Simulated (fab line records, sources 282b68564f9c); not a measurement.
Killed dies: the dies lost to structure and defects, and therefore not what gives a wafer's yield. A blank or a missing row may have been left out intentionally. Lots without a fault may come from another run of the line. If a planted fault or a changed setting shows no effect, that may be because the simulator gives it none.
fab line records ; flow rit-cmos
[record] lots = 6; wafers = 18; last-day = 7
route steps=202 shown CONTACT@170 M1@202
lots untouched by any fault: they come from a run of this same line in which no faults occurred
start-h: hours from the record's opening day to when the first of the lot's shown wafers began ; wait-h: how many hours have passed since the lot's step before this one ; " same as the row above ; L1.1+2: a single row standing in for several wafers ; - either no value or no given start ; * or withheld: withheld ; < > ~ a bound
route shown NAME@n: names a module that has steps shown in the file, with the first one's number in the route ; usual: mean and standard deviation over wafers with no fault ; same: alike in all rows ; chamber/n: place in a boat ; sites: the reading at each site ; _std_site: the standard deviation of these ; _edge_site: the outer-site mean with the inner-site mean subtracted ; radius-mm: how far each site lies from the wafer's centre ; mask NAME#n: copy n ; behind: the last tool/chamber to shape the wafer ; hold: why the lot went on hold/how many hours it stayed there/how the hold came to an end ; device: transistor that didn't switch, given as n, p or np ; end of line: tests run on the same wafers once the route is complete ; for a step that has no rows: nothing shown but its recipe ; killed: the dies lost at the first sort to structure and to defects; this is not the yield of the wafer ; map: per-die view of a wafer (x killed, . not killed, _ where there is no die)
set.NAME: the setting that was run; set.NAME@STEP: the one run at that earlier step ; model.NAME: the simulator's own value behind a step, which no gauge read
lots at some steps of the route; a table a step, a row a wafer
services: when a tool's chamber went out of use (start-h, in hours from the record's first day, below 0 if earlier), for how many hours, and the reason
[[steps]]
[step RIT_CONTACT_HMDS_02]
[recipe] prime-time-s = 60; prime-temp-c = 140
[step RIT_CONTACT_COAT_03]
[recipe] resist = NOVOLAK; spin-rpm = 3250; resist-thk-nm = 1000
[step RIT_CONTACT_SOFTBAKE_04]
[recipe] resist = NOVOLAK; temp-c = 90; time-s = 60
[step RIT_CONTACT_EXPOSE_05]
[recipe] mask-id = M11; na = 0.6; source-shape = conventional; sigma-outer = 0.5; target-cd-nm = 1000; dose-mj = 250
[step RIT_CONTACT_PEB_06]
[recipe] resist = NOVOLAK; temp-c = withheld; time-s = withheld
[step RIT_CONTACT_DEVELOP_07]
[recipe] resist = NOVOLAK; develop-time-s = 123; dev-temp-c = 23
[step RIT_CONTACT_CD_MEAS_08]
[recipe] target-cd-nm = 1000
[usual] cd-nm = 1000.4/2.5
lot.wafer;tool;chamber;start-h;wait-h;cd-nm
L988.1;cd-sem-01;-;79.65;-;1000.6
L988.2;cd-sem-01;-;79.65;-;1002.8
L988.4;cd-sem-01;-;79.65;-;1000.0
L989.1;cd-sem-01;-;83.48;-;1003.1
L989.3;cd-sem-01;-;83.48;-;1002.7
L989.5;cd-sem-01;-;83.48;-;1004.6
L990.4;cd-sem-02;-;87.98;-;999.3
L990.5;cd-sem-02;-;87.98;-;1000.2
L990.6;cd-sem-02;-;87.98;-;1002.6
L999.3;cd-sem-01;-;142.95;-;1001.3
L999.4;cd-sem-01;-;142.95;-;1003.1
L999.6;cd-sem-01;-;142.95;-;1002.4
L104.1;cd-sem-02;-;165.42;-;999.9
L104.5;cd-sem-02;-;165.42;-;998.5
L104.6;cd-sem-02;-;165.42;-;1000.2
L106.3;cd-sem-02;-;173.58;-;999.2
L106.4;cd-sem-02;-;173.58;-;997.1
L106.5;cd-sem-02;-;173.58;-;999.8
[step RIT_CONTACT_OVL_MEAS_09]
[usual] CONTACT_OVL = -0.2/1.6
lot.wafer;tool;chamber;start-h;wait-h;CONTACT_OVL[nm]
L988.1;overlay-02;-;79.77;0.1;-2.7
L988.2;overlay-02;-;79.77;0.1;-0.6
L988.4;overlay-02;-;79.77;0.1;-3.1
L989.1;overlay-02;-;83.60;0.1;0.6
L989.3;overlay-02;-;83.60;0.1;1.0
L989.5;overlay-02;-;83.60;0.1;0.2
L990.4;overlay-02;-;88.06;0.1;1.7
L990.5;overlay-02;-;88.06;0.1;-0.7
L990.6;overlay-02;-;88.06;0.1;0.3
L999.3;overlay-02;-;143.04;0.1;-1.3
L999.4;overlay-02;-;143.04;0.1;2.0
L999.6;overlay-02;-;143.04;0.1;0.2
L104.1;overlay-01;-;165.54;0.1;-0.6
L104.5;overlay-01;-;165.54;0.1;1.5
L104.6;overlay-01;-;165.54;0.1;0.3
L106.3;overlay-02;-;173.68;0.1;-0.4
L106.4;overlay-02;-;173.68;0.1;-0.6
L106.5;overlay-02;-;173.68;0.1;0.3
[step RIT_CONTACT_HARDBAKE_10]
[recipe] resist = NOVOLAK; temp-c = 140; time-s = 60
[step RIT_CONTACT_ETCH_11]
[recipe] target-depth-a = 4800; over-etch-frac = 0.2; stop-on = TiSi2; chemistry = CHF3/CF4/Ar; target = SiO2; CHF3_flow_sccm = 50; cf4-flow-sccm = 10; Ar_flow_sccm = 100; O2_flow_sccm = 5; pressure-mtorr = 100; rf-w = 200; time-s = 320
[usual] CHF3_flow_sccm = 50.00/0.14; drypump-motor-current-A = 5.7/0.41; mfc-ar-sccm = 100.03/0.29; oes-product-au = 0.984/0.013; rf-fwd-power-W = 199.6/0.58; throttle-valve-pct = 8.86/0.17
lot.wafer;tool;chamber;start-h;wait-h;CHF3_flow_sccm;drypump-motor-current-A;mfc-ar-sccm;oes-product-au;rf-fwd-power-W;rf-hours-counter-h;throttle-valve-pct
L988.1;rie-diel-03;2;79.95;0.1;50.12;6.4;100.18;0.979;199.4;150;8.73
L988.2;rie-diel-03;3;79.95;0.1;50.05;6.1;100.24;0.996;200.9;3;8.96
L988.4;rie-diel-03;1;79.95;0.1;50.13;5.9;99.88;0.996;199.3;133;9.04
L989.1;rie-diel-03;1;83.79;0.1;50.00;5.9;99.66;0.984;199.8;133;9.03
L989.3;rie-diel-03;2;83.79;0.1;50.13;6.4;100.44;0.981;200.6;150;8.73
L989.5;rie-diel-03;0;83.79;0.1;50.10;5.8;99.65;0.964;198.6;-;9.12
L990.4;rie-diel-04;2;88.23;0.1;49.97;5.5;100.50;0.968;199.9;98;8.78
L990.5;rie-diel-04;3;88.23;0.1;49.86;5.5;100.27;1.004;199.7;-;9.08
L990.6;rie-diel-04;2;88.23;0.1;49.79;5.6;99.89;0.971;199.1;-;8.76
L999.3;rie-diel-03;1;143.36;0.1;50.09;5.9;100.28;0.985;199.5;133;9.03
L999.4;rie-diel-03;2;143.36;0.1;49.99;6.4;100.14;0.983;200.6;-;8.74
L999.6;rie-diel-03;1;143.36;0.1;49.91;5.9;100.11;0.991;199.7;-;9.05
L104.1;rie-diel-02;0;165.72;0.1;50.07;5.1;99.82;0.978;199.8;9;8.59
L104.5;rie-diel-02;0;165.72;0.1;49.93;5.1;100.17;0.978;199.9;-;8.59
L104.6;rie-diel-02;1;165.72;0.1;49.90;5.4;99.69;0.998;200.1;-;8.91
L106.3;rie-diel-03;3;174.02;0.1;50.04;6.1;99.98;0.994;198.9;4;8.95
L106.4;rie-diel-03;1;174.02;0.1;50.01;5.9;99.21;0.987;199.6;134;9.04
L106.5;rie-diel-03;2;174.02;0.1;50.08;6.4;99.75;0.998;199.1;-;8.73
[step RIT_CONTACT_STRIP_12]
[recipe] chemistry = O2; time-s = 180; resist = NOVOLAK; platen-temp-c = withheld; power-w = 500; pressure-mtorr = 4000; o2-flow-sccm = 4000
[usual] drypump-motor-current-A = 5.94/0.28
lot.wafer;tool;chamber;start-h;wait-h;drypump-motor-current-A;rf-hours-counter-h
L988.1;plasma-asher-01;1;80.15;0.1;5.67;45
L988.2;plasma-asher-01;0;80.15;0.1;5.62;45
L988.4;plasma-asher-01;1;80.15;0.1;5.67;-
L989.1;plasma-asher-01;1;83.98;0.1;5.69;45
L989.3;plasma-asher-01;1;83.98;0.1;5.71;-
L989.5;plasma-asher-01;1;83.98;0.1;5.67;-
L990.4;plasma-asher-01;1;88.48;0.2;5.67;-
L990.5;plasma-asher-01;0;88.48;0.2;5.63;-
L990.6;plasma-asher-01;1;88.48;0.2;5.67;-
L999.3;plasma-asher-02;1;143.61;0.2;5.72;-
L999.4;plasma-asher-02;0;143.61;0.2;6.04;-
L999.6;plasma-asher-02;1;143.61;0.2;5.71;-
L104.1;plasma-asher-04;1;165.92;0.1;6.45;51
L104.5;plasma-asher-04;1;165.92;0.1;6.42;-
L104.6;plasma-asher-04;0;165.92;0.1;6.06;-
L106.3;plasma-asher-04;0;174.27;0.2;6.06;-
L106.4;plasma-asher-04;1;174.27;0.2;6.41;-
L106.5;plasma-asher-04;1;174.27;0.2;6.37;-
[step RIT_CONTACT_CD_MEAS_90]
[recipe] target-cd-nm = 1000
[usual] cd-nm = 1000.4/2.5
lot.wafer;tool;chamber;start-h;wait-h;cd-nm
L988.1;cd-sem-01;-;80.32;0.1;1000.8
L988.2;cd-sem-01;-;80.32;0.1;1003.6
L988.4;cd-sem-01;-;80.32;0.1;1000.2
L989.1;cd-sem-02;-;84.16;0.1;1003.0
L989.3;cd-sem-02;-;84.16;0.1;1002.6
L989.5;cd-sem-02;-;84.16;0.1;1004.4
L990.4;cd-sem-01;-;88.66;0.1;999.6
L990.5;cd-sem-01;-;88.66;0.1;1000.5
L990.6;cd-sem-01;-;88.66;0.1;1003.0
L999.3;cd-sem-02;-;143.77;0.1;1001.5
L999.4;cd-sem-02;-;143.77;0.1;1003.3
L999.6;cd-sem-02;-;143.77;0.1;1002.3
L104.1;cd-sem-01;-;166.09;0.1;1000.2
L104.5;cd-sem-01;-;166.09;0.1;998.8
L104.6;cd-sem-01;-;166.09;0.1;999.8
L106.3;cd-sem-01;-;174.43;0.1;999.0
L106.4;cd-sem-01;-;174.43;0.1;997.0
L106.5;cd-sem-01;-;174.43;0.1;1000.1
[step RIT_CONTACT_CLEAN_13]
[recipe] chemistry = SC1; mix = 3:3:50; time-s = 600; temp-c = 75
[usual] bath-guard-temp-C = 75.3/0.47; bath-heat-duty-pct = 15.1/1.3
lot.wafer;tool;chamber;start-h;wait-h;bath-guard-temp-C;bath-heat-duty-pct
L988.1;wet-bench-04;1;80.44;0.1;75.6;13.7
L988.2;wet-bench-04;1;80.44;0.1;75.3;14.2
L988.4;wet-bench-04;1;80.44;0.1;75.0;13.2
L989.1;wet-bench-04;2;84.28;0.1;-;-
L989.3;wet-bench-04;2;84.28;0.1;-;-
L989.5;wet-bench-04;2;84.28;0.1;-;-
L990.4;wet-bench-03;1;88.72;0.0;-;-
L990.5;wet-bench-03;1;88.72;0.0;-;-
L990.6;wet-bench-03;1;88.72;0.0;-;-
L999.3;wet-bench-02;1;143.85;0.1;74.5;15.2
L999.4;wet-bench-02;1;143.85;0.1;74.5;15.4
L999.6;wet-bench-02;1;143.85;0.1;74.7;15.3
L104.1;wet-bench-04;2;166.21;0.1;75.1;13.5
L104.5;wet-bench-04;2;166.21;0.1;75.2;12.8
L104.6;wet-bench-04;2;166.21;0.1;75.3;13.9
L106.3;wet-bench-02;1;174.51;0.1;74.4;15.8
L106.4;wet-bench-02;1;174.51;0.1;74.5;14.1
L106.5;wet-bench-02;1;174.51;0.1;74.5;16.4
[step RIT_CONTACT_CLEAN_14]
[recipe] chemistry = SC2; mix = 3:3:50; time-s = 600; temp-c = 75; dry = n2-spin
[step RIT_M1_PROBE_99]
[usual] killed-at-contacts = 0.0/0.2; killed-at-front-end = 6.6/2.8; killed-dies = 6.6/2.8; killed-open = 3.3/1.9; killed-short = 3.2/1.8
[same] gross-dies = 264; killed_at_M0_to_M3 = 0; killed_at_M4_up = 0; killed-at-back-side = 0; killed-at-other = 0
lot.wafer;tool;chamber;start-h;wait-h;killed-at-contacts;killed-at-front-end;killed-dies;killed-open;killed-short
L988.1;prober-01;-;84.81;0.1;0;4;4;0;4
L988.2;prober-01;-;84.86;0.1;0;10;10;9;1
L988.4;prober-01;-;84.96;0.2;0;6;6;4;2
L989.1;prober-02;-;88.67;0.1;0;9;9;3;6
L989.3;prober-02;-;88.77;0.2;0;9;9;4;5
L989.5;prober-02;-;88.87;0.2;1;5;6;2;4
L990.4;prober-01;-;93.38;0.2;0;8;8;6;2
L990.5;prober-01;-;93.43;0.2;0;8;8;6;2
L990.6;prober-01;-;93.48;0.2;0;10;10;7;3
L999.3;prober-02;-;148.31;0.2;0;2;2;2;0
L999.4;prober-02;-;148.36;0.2;0;5;5;2;3
L999.6;prober-02;-;148.46;0.2;0;7;7;2;5
L104.1;prober-01;-;170.63;0.1;0;12;12;5;6
L104.5;prober-01;-;170.83;0.2;0;12;12;6;6
L104.6;prober-01;-;170.88;0.2;0;9;9;4;5
L106.3;prober-01;-;179.04;0.2;0;8;8;3;5
L106.4;prober-01;-;179.09;0.2;0;8;8;5;3
L106.5;prober-01;-;179.14;0.2;0;5;5;2;3
// killed by level:class
L988.1 SILICIDE:geometric-particle:short=3 FOX1:geometric-particle:short=1
L988.2 FOX1:geometric-particle:open=5 SILICIDE:geometric-particle:open=2 FOX2:geometric-particle:open=1 REOX:geometric-particle:open=1 SILICIDE:geometric-particle:short=1
L988.4 GATE:geometric-particle:open=2 REOX:geometric-particle:open=2 FOX1:geometric-particle:short=1 GATE:geometric-particle:short=1
L989.1 GATE:geometric-particle:short=5 SILICIDE:geometric-particle:open=2 GATE:geometric-particle:open=1 SPACER:geometric-particle:short=1
L989.3 SPACER:geometric-particle:open=3 FOX2:geometric-particle:short=2 REOX:geometric-particle:short=2 GATE:geometric-particle:open=1 SILICIDE:geometric-particle:short=1
L989.5 FOX2:geometric-particle:open=1 GATE:geometric-particle:short=1 SPACER:geometric-particle:short=1 SILICIDE:geometric-particle:short=1 SILICIDE:geometric-particle:open=1 CONTACT:geometric-particle:short=1
L990.4 SPACER:geometric-particle:open=2 FOX1:geometric-particle:open=1 FOX1:geometric-particle:short=1 FOX2:geometric-particle:short=1 FOX2:geometric-particle:open=1 GATE:geometric-particle:open=1 REOX:geometric-particle:open=1
L990.5 GATE:geometric-particle:open=3 SPACER:geometric-particle:open=2 FOX1:geometric-particle:short=1 REOX:geometric-particle:open=1 SPACER:geometric-particle:short=1
L990.6 GATE:geometric-particle:open=2 SPACER:geometric-particle:open=2 FOX1:geometric-particle:open=1 FOX2:geometric-particle:open=1 GATE:geometric-particle:short=1 REOX:geometric-particle:short=1 REOX:geometric-particle:open=1 SPACER:geometric-particle:short=1
L999.3 FOX1:geometric-particle:open=1 GATE:geometric-particle:open=1
L999.4 SILICIDE:geometric-particle:short=2 FOX1:geometric-particle:short=1 FOX1:geometric-particle:open=1 REOX:geometric-particle:open=1
L999.6 GATE:geometric-particle:short=3 SILICIDE:geometric-particle:short=2 GATE:geometric-particle:open=1 REOX:geometric-particle:open=1
L104.1 FOX1:geometric-particle:short=2 GATE:geometric-particle:short=2 GATE:geometric-particle:open=2 SPACER:geometric-particle:open=2 SILICIDE:geometric-particle:short=1 REOX:geometric-particle:open=1 SPACER:geometric-particle:short=1 NLDD:coat-microbubble-printed=1
L104.5 GATE:geometric-particle:short=4 GATE:geometric-particle:open=2 ACTIVE:geometric-particle:open=1 FOX1:geometric-particle:short=1 REOX:geometric-particle:open=1 SPACER:geometric-particle:open=1 SPACER:geometric-particle:short=1 SILICIDE:geometric-particle:open=1
L104.6 GATE:geometric-particle:open=3 GATE:geometric-particle:short=3 FOX1:geometric-particle:short=1 REOX:geometric-particle:open=1 SPACER:geometric-particle:short=1
L106.3 FOX1:geometric-particle:short=2 SPACER:geometric-particle:open=2 SILICIDE:geometric-particle:short=2 GATE:geometric-particle:open=1 SPACER:geometric-particle:short=1
L106.4 FOX2:geometric-particle:open=2 GATE:geometric-particle:open=2 FOX1:geometric-particle:short=1 FOX2:geometric-particle:short=1 SPACER:geometric-particle:open=1 SPACER:geometric-particle:short=1
L106.5 SPACER:geometric-particle:short=2 FOX2:geometric-particle:open=1 GATE:geometric-particle:short=1 SILICIDE:geometric-particle:open=1
[[services]]
tool;chamber;start-h;hours;kind
plasma-asher-02;-;77.79;6.2;repair
wet-bench-04;-;94.48;1.9;pm
rie-diel-03;-;101.04;41.0;repair
plasma-asher-01;-;105.85;1.3;repair
plasma-asher-01;-;108.39;19.9;repair
plasma-asher-02;-;108.75;9.0;pm
plasma-asher-02;0;108.75;9.0;vent-cycle
plasma-asher-02;1;108.75;9.0;vent-cycle
plasma-asher-02;0;117.75;-;clean
plasma-asher-02;1;117.75;-;clean
rie-diel-03;0;136.82;14.8;repair
rie-diel-03;2;151.58;-;clean
rie-diel-03;2;151.58;19.4;scheduled-down
rie-diel-03;2;151.58;19.4;vent-cycle
[[key]]
[first-sign] step = RIT_CONTACT_CLEAN_13; reading = tool-record; direction = missing
effect none on later readings
met-at RIT_CONTACT_CLEAN_13
struck-wafers L989.1,L989.3,L989.5,L990.4,L990.5,L990.6
tester-left-out L989,L990
onset-between 80.44 84.28
[fault] kind = skipped-step-whole; tool = wet-bench-03,wet-bench-04; chamber = -; onset-h = 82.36; steps = RIT_CONTACT_CLEAN_13; scope = struck-lots-only
// tester-left-out: of these lots the tester's yield and bins aren't shown, on N5 and GAA mostly nor the transistor test; their killed dies are dies lost to structure and defects alone, not to doping, threshold or leakage, so they don't give the yield
